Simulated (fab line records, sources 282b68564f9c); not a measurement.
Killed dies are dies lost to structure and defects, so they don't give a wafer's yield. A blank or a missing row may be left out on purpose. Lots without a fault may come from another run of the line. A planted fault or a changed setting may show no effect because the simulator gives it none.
fab line records | flow rit_cmos
record lots=14 wafers=42 last_day=7
route steps=202 shown PWELL@42 M1@202
lots that met no fault: from a run of the same line without faults
start_h: hours from the record's first day to the start of the lot's first wafer shown | wait_h: hours since the lot's step before | " the same as in the row above | L1.1+2: a row that stands for several wafers | - no value, or no start given | * or withheld: withheld | < > ~ a bound
route shown NAME@n: a module of which the file shows steps, and the number in the route of the first | usual: mean/standard deviation of fault-free wafers | same: alike in all rows | chamber/n: place in a boat | sites: the reading at each site | _std_site: their standard deviation | _edge_site: outer sites' mean less inner sites' | radius_mm: how far each site lies from the wafer's centre | mask NAME#n: copy n | behind: the tool/chamber that last shaped the wafer | hold: why the lot was held/for how many hours/how that ended | device: the transistor (n, p or np) that didn't switch | end of line: the same wafers' tests at the end of the route | a step without rows: its recipe alone | killed: dies lost to structure and defects at the first sort, not the wafer's yield | map: a wafer's dies, x killed, . not, _ none there
set.NAME: the setting as run; set.NAME@STEP: as run at that earlier step | model.NAME: the simulator's own value behind a step, which no gauge read
steps of the route over a sample of lots; a table a step, a row a wafer
services: from which hour (start_h, from the record's first day; less than 0 if before it) a tool's chamber was out of use, for how many hours, and why
## steps
# step RIT_PWELL_EXPOSE_03
# recipe mask_id=M3 na=0.57 target_cd_nm=43700 dose_mj=250
# columns lot.wafer tool chamber start_h wait_h mask
L852.1+4+5 iline_stepper-01 0 23.68 0.1 M3#0
L853.1+3+6 iline_stepper-01 0 27.40 0.2 M3#0
L854.1+2+4 iline_stepper-02 0 34.36 0.2 M3#0
L856.1+5+6 iline_stepper-02 0 42.91 0.1 M3#0
L857.1+4+5 iline_stepper-02 0 47.82 0.1 M3#0
L860.2+4+5 iline_stepper-01 0 63.11 0.1 M3#0
L861.1+3+4 iline_stepper-01 0 69.22 0.1 M3#0
L864.3+5+6 iline_stepper-01 0 82.72 0.2 M3#0
L866.1+5+6 iline_stepper-02 0 95.19 0.2 M3#0
L867.1+4+5 iline_stepper-02 0 98.00 0.1 M3#0
L872.1+4+6 iline_stepper-02 0 122.24 0.2 M3#0
L873.2+5+6 iline_stepper-02 0 129.00 0.1 M3#0
L874.1+3+4 iline_stepper-02 0 133.65 0.1 M3#0
L875.4+5+6 iline_stepper-02 0 137.44 0.1 M3#0
# step RIT_PWELL_OVL_MEAS_06
# usual PWELL_OVL=-0.5/1.2
# columns lot.wafer tool chamber start_h wait_h hold PWELL_OVL[nm]
L852.1 overlay-02 - 24.11 - - 1.0
L852.4 " - " " - 0.0
L852.5 " - " " - 1.5
L853.1 overlay-02 - 27.83 - - -0.1
L853.3 " - " " - 0.3
L853.6 " - " " - 0.6
L854.1 overlay-01 - 34.79 - - 0.3
L854.2 " - " " - 1.9
L854.4 " - " " - -0.2
L856.1 overlay-01 - 43.34 - - -1.1
L856.5 " - " " - 0.0
L856.6 " - " " - -0.4
L857.1 overlay-02 - 48.25 - - -0.6
L857.4 " - " " - -0.7
L857.5 " - " " - -0.1
L860.2 overlay-02 - 63.53 - await_dispo/0.2h/release 239.4
L860.4 " - " " await_dispo/0.2h/release 238.8
L860.5 " - " " await_dispo/0.2h/release 239.5
L860.2 overlay-02 - 63.73 0.2 - 239.7
L860.4 " - " " - 239.4
L860.5 " - " " - 240.5
L861.1 overlay-01 - 69.65 - await_dispo/0.2h/release 239.6
L861.3 " - " " await_dispo/0.2h/release 240.2
L861.4 " - " " await_dispo/0.2h/release 241.3
L861.1 overlay-01 - 69.85 0.2 - 240.9
L861.3 " - " " - 239.6
L861.4 " - " " - 241.6
L864.3 overlay-01 - 83.12 - await_dispo/0.2h/release 239.3
L864.5 " - " " await_dispo/0.2h/release 241.3
L864.6 " - " " await_dispo/0.2h/release 239.5
L864.3 overlay-01 - 83.32 0.2 - 240.1
L864.5 " - " " - 242.2
L864.6 " - " " - 240.5
L866.1 overlay-01 - 95.62 - - 0.3
L866.5 " - " " - -0.5
L866.6 " - " " - -0.2
L867.1 overlay-02 - 98.43 - - -1.0
L867.4 " - " " - -2.0
L867.5 " - " " - -2.6
L872.1 overlay-01 - 122.67 - - 1.2
L872.4 " - " " - -0.6
L872.6 " - " " - -0.5
L873.2 overlay-02 - 129.42 - - 0.1
L873.5 " - " " - 1.6
L873.6 " - " " - 2.2
L874.1 overlay-01 - 134.08 - - -1.9
L874.3 " - " " - -1.9
L874.4 " - " " - -0.3
L875.4 overlay-02 - 137.83 - - -1.1
L875.5 " - " " - -0.7
L875.6 " - " " - -0.9
# step RIT_M1_PROBE_99
# usual defect_limited_yield=97.5/1 killed_at_contacts=0.1/0.34 killed_at_front_end=6.6/2.7 killed_dies=6.7/2.7 killed_open=3.5/1.9 killed_short=3.1/1.8 sort_bin_3_pad_short=0.1/0.2 sort_bin_5_function=1.5/0.74 sort_bin_6_memory=0.9/0.57 sort_n_pass=257.3/2.7 sort_yield_pct=97.5/1
# same gross_dies=264 killed_at_M0_to_M3=0 killed_at_M4_up=0 killed_at_back_side=0 killed_at_other=0
# columns lot.wafer tool chamber start_h wait_h defect_limited_yield[%] killed_at_contacts killed_at_front_end killed_dies killed_open killed_short sort_bin_3_pad_short[%] sort_bin_5_function[%] sort_bin_6_memory[%] sort_n_pass sort_yield_pct[%]
L852.1 prober-01 - 61.99 0.1 97.7 0 6 6 3 3 0 1.1 1.1 258.0 97.7
L852.4 prober-01 - 62.14 0.2 98.9 0 3 3 2 1 0 0.8 0.4 261.0 98.9
L852.5 prober-01 - 62.19 0.2 97.3 0 7 7 3 4 0.4 1.9 0.4 257.0 97.3
L853.1 prober-02 - 64.32 0.1 98.5 0 4 4 1 3 0 1.1 0.4 260.0 98.5
L853.3 prober-02 - 64.42 0.2 98.1 0 5 5 3 2 0 1.5 0.4 259.0 98.1
L853.6 prober-02 - 64.57 0.2 95.1 0 13 13 8 5 0.4 3.8 0.8 251.0 95.1
L854.1 prober-01 - 70.52 0.1 97.3 0 7 7 4 3 0 1.9 0.8 257.0 97.3
L854.2 prober-01 - 70.57 0.1 96.6 0 9 9 3 6 0 1.9 1.5 255.0 96.6
L854.4 prober-01 - 70.67 0.2 97.3 0 7 7 5 2 0 0.8 1.9 257.0 97.3
L856.1 prober-01 - 79.32 0.1 96.2 0 10 10 5 5 0 1.9 1.9 254.0 96.2
L856.5 prober-01 - 79.52 0.2 97.3 0 7 7 3 4 0 1.9 0.8 257.0 97.3
L856.6 prober-01 - 79.57 0.2 96.2 0 10 10 3 7 0 1.9 1.9 254.0 96.2
L857.1 prober-02 - 86.18 0.1 98.1 0 5 5 3 2 0 0.8 1.1 259.0 98.1
L857.4 prober-02 - 86.33 0.2 97.0 0 8 8 4 4 0.4 1.9 0.8 256.0 97.0
L857.5 prober-02 - 86.38 0.2 97.0 0 8 8 5 3 0 2.7 0.4 256.0 97.0
L866.1 prober-02 - 135.74 0.1 98.1 0 5 5 5 0 0 1.5 0.4 259.0 98.1
L866.5 prober-02 - 135.94 0.2 97.7 0 6 6 5 1 0 1.5 0.8 258.0 97.7
L866.6 prober-02 - 135.99 0.2 98.1 0 5 5 1 4 0 0.8 1.1 259.0 98.1
L867.1 prober-01 - 135.74 0.1 95.5 0 12 12 4 8 0 3.4 1.1 252.0 95.5
L867.4 prober-01 - 135.89 0.2 96.2 0 10 10 4 6 0.8 1.5 1.5 254.0 96.2
L867.5 prober-01 - 135.94 0.2 99.2 0 2 2 2 0 0 0.4 0.4 262.0 99.2
L872.1 prober-01 - 161.99 0.1 98.5 0 4 4 3 1 0 0.8 0.8 260.0 98.5
L872.4 prober-01 - 162.14 0.2 97.3 1 6 7 5 2 0 1.9 0.8 257.0 97.3
L872.6 prober-01 - 162.24 0.2 98.5 0 4 4 2 2 0 1.1 0.4 260.0 98.5
L873.2 prober-02 - 168.25 0.1 95.8 0 11 11 4 7 0 2.3 1.9 253.0 95.8
L873.5 prober-02 - 168.40 0.2 98.5 0 4 4 1 3 0 1.1 0.4 260.0 98.5
L873.6 prober-02 - 168.45 0.2 97.7 0 6 6 2 4 0 1.1 1.1 258.0 97.7
L874.1 prober-01 - 170.01 0.1 98.5 0 4 4 1 3 0.4 0.4 0.8 260.0 98.5
L874.3 prober-01 - 170.11 0.2 97.3 0 7 7 2 5 0 1.5 1.1 257.0 97.3
L874.4 prober-01 - 170.16 0.2 98.1 1 4 5 1 4 0.8 1.1 0 259.0 98.1
L875.4 prober-02 - 175.22 0.2 98.5 0 4 4 3 1 0 0.8 0.8 260.0 98.5
L875.5 prober-02 - 175.27 0.2 100.0 0 0 0 0 0 0 0 0 264.0 100.0
L875.6 prober-02 - 175.32 0.2 96.2 0 10 10 5 5 0.4 1.9 1.5 254.0 96.2
# killed by level:class
L852.1 GATE:geometric_particle:short=2 SPACER:geometric_particle:open=2 GATE:geometric_particle:open=1 SILICIDE:geometric_particle:short=1
L852.4 FOX2:geometric_particle:short=1 GATE:geometric_particle:open=1 SPACER:geometric_particle:open=1
L852.5 SPACER:geometric_particle:short=2 SILICIDE:geometric_particle:open=2 FOX2:geometric_particle:short=1 GATE:geometric_particle:short=1 SPACER:geometric_particle:open=1
L853.1 SPACER:geometric_particle:short=2 FOX2:geometric_particle:short=1 REOX:geometric_particle:open=1
L853.3 GATE:geometric_particle:short=2 FOX2:geometric_particle:open=1 GATE:geometric_particle:open=1 REOX:geometric_particle:open=1
L853.6 REOX:geometric_particle:open=4 GATE:geometric_particle:short=3 FOX2:geometric_particle:open=2 FOX2:geometric_particle:short=1 GATE:geometric_particle:open=1 REOX:geometric_particle:short=1 SPACER:geometric_particle:open=1
L854.1 GATE:geometric_particle:short=2 REOX:geometric_particle:open=2 FOX2:geometric_particle:open=1 SPACER:geometric_particle:short=1 SILICIDE:geometric_particle:open=1
L854.2 SILICIDE:geometric_particle:short=3 FOX1:geometric_particle:short=2 REOX:geometric_particle:open=2 FOX2:geometric_particle:open=1 SPACER:geometric_particle:short=1
L854.4 REOX:geometric_particle:open=3 FOX1:geometric_particle:short=1 GATE:geometric_particle:open=1 SILICIDE:geometric_particle:short=1 SILICIDE:geometric_particle:open=1
L856.1 GATE:geometric_particle:open=4 GATE:geometric_particle:short=3 SPACER:geometric_particle:short=2 FOX1:geometric_particle:open=1
L856.5 GATE:geometric_particle:open=2 GATE:geometric_particle:short=2 SILICIDE:geometric_particle:short=2 FOX1:geometric_particle:open=1
L856.6 GATE:geometric_particle:short=5 FOX1:geometric_particle:open=1 FOX1:geometric_particle:short=1 GATE:geometric_particle:open=1 SPACER:geometric_particle:short=1 SPACER:geometric_particle:open=1
L857.1 GATE:geometric_particle:open=2 FOX1:geometric_particle:short=1 GATE:geometric_particle:short=1 REOX:geometric_particle:open=1
L857.4 GATE:geometric_particle:short=3 GATE:geometric_particle:open=2 FOX1:geometric_particle:open=1 SPACER:geometric_particle:open=1 SPACER:geometric_particle:short=1
L857.5 GATE:geometric_particle:open=2 SILICIDE:geometric_particle:open=2 GATE:geometric_particle:short=1 REOX:geometric_particle:open=1 SPACER:geometric_particle:short=1 SILICIDE:geometric_particle:short=1
L866.1 GATE:geometric_particle:open=3 FOX1:geometric_particle:open=1 SILICIDE:geometric_particle:open=1
L867.1 GATE:geometric_particle:short=3 GATE:geometric_particle:open=3 FOX1:geometric_particle:short=2 REOX:geometric_particle:short=2 SPACER:geometric_particle:open=1 SPACER:geometric_particle:short=1
L867.4 GATE:geometric_particle:open=3 GATE:geometric_particle:short=3 REOX:geometric_particle:short=2 FOX1:geometric_particle:short=1 FOX1:geometric_particle:open=1
L866.5 REOX:geometric_particle:open=3 SPACER:geometric_particle:open=1 SILICIDE:geometric_particle:short=1 SILICIDE:geometric_particle:open=1
L867.5 FOX1:geometric_particle:open=1 GATE:geometric_particle:open=1
L866.6 GATE:geometric_particle:short=2 FOX1:geometric_particle:short=1 GATE:geometric_particle:open=1 REOX:geometric_particle:short=1
L872.1 SILICIDE:geometric_particle:open=2 GATE:geometric_particle:short=1 GATE:geometric_particle:open=1
L872.4 GATE:geometric_particle:open=2 REOX:geometric_particle:open=2 GATE:geometric_particle:short=1 SILICIDE:geometric_particle:short=1 CONTACT:geometric_particle:open=1
L872.6 GATE:geometric_particle:open=1 REOX:geometric_particle:short=1 SPACER:geometric_particle:open=1 SILICIDE:geometric_particle:short=1
L873.2 GATE:geometric_particle:short=2 GATE:geometric_particle:open=2 SPACER:geometric_particle:open=2 FOX1:geometric_particle:short=1 FOX2:geometric_particle:short=1 REOX:geometric_particle:short=1 SPACER:geometric_particle:short=1 SILICIDE:geometric_particle:short=1
L873.5 GATE:geometric_particle:short=2 FOX2:geometric_particle:short=1 GATE:geometric_particle:open=1
L873.6 GATE:geometric_particle:short=3 FOX2:geometric_particle:open=2 REOX:geometric_particle:short=1
L874.1 GATE:geometric_particle:short=3 GATE:geometric_particle:open=1
L874.3 GATE:geometric_particle:short=2 FOX1:geometric_particle:short=1 GATE:geometric_particle:open=1 REOX:geometric_particle:short=1 REOX:geometric_particle:open=1 SILICIDE:geometric_particle:short=1
L874.4 REOX:geometric_particle:short=1 SPACER:geometric_particle:short=1 SILICIDE:geometric_particle:open=1 SILICIDE:geometric_particle:short=1 CONTACT:geometric_particle:short=1
L875.4 GATE:geometric_particle:open=2 FOX2:geometric_particle:open=1 GATE:geometric_particle:short=1
L875.6 GATE:geometric_particle:short=4 GATE:geometric_particle:open=3 FOX1:geometric_particle:open=1 SPACER:geometric_particle:short=1 SILICIDE:geometric_particle:open=1
## services
# columns tool chamber start_h hours kind
iline_stepper-01 - 0.15 5.3 repair
iline_stepper-01 - 8.59 2.1 pm
iline_stepper-01 - 10.67 - consumable_replace:lamp
iline_stepper-02 - 21.18 5.7 repair
iline_stepper-02 - 54.26 1.7 pm
iline_stepper-01 - 127.65 1.7 pm
iline_stepper-01 - 130.37 8.9 pm
## key
first_sign step=RIT_PWELL_OVL_MEAS_06 reading=visit direction=added
effect step=RIT_PWELL_OVL_MEAS_06 reading=PWELL_OVL direction=up sigmas=99+ usual=-0.5 struck=239.9
met_at RIT_PWELL_EXPOSE_03
struck_lots L860,L861,L864
scrapped_behind RIT_PWELL_OVL_MEAS_06 L860.2,L860.4,L860.5,L861.1,L861.3,L861.4,L864.3,L864.5,L864.6
onset_between 27.40 63.11
fault kind=scanner_matching_overlay tool=iline_stepper-01 chamber=- onset_h=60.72 steps=RIT_PWELL_EXPOSE_03 offset=240
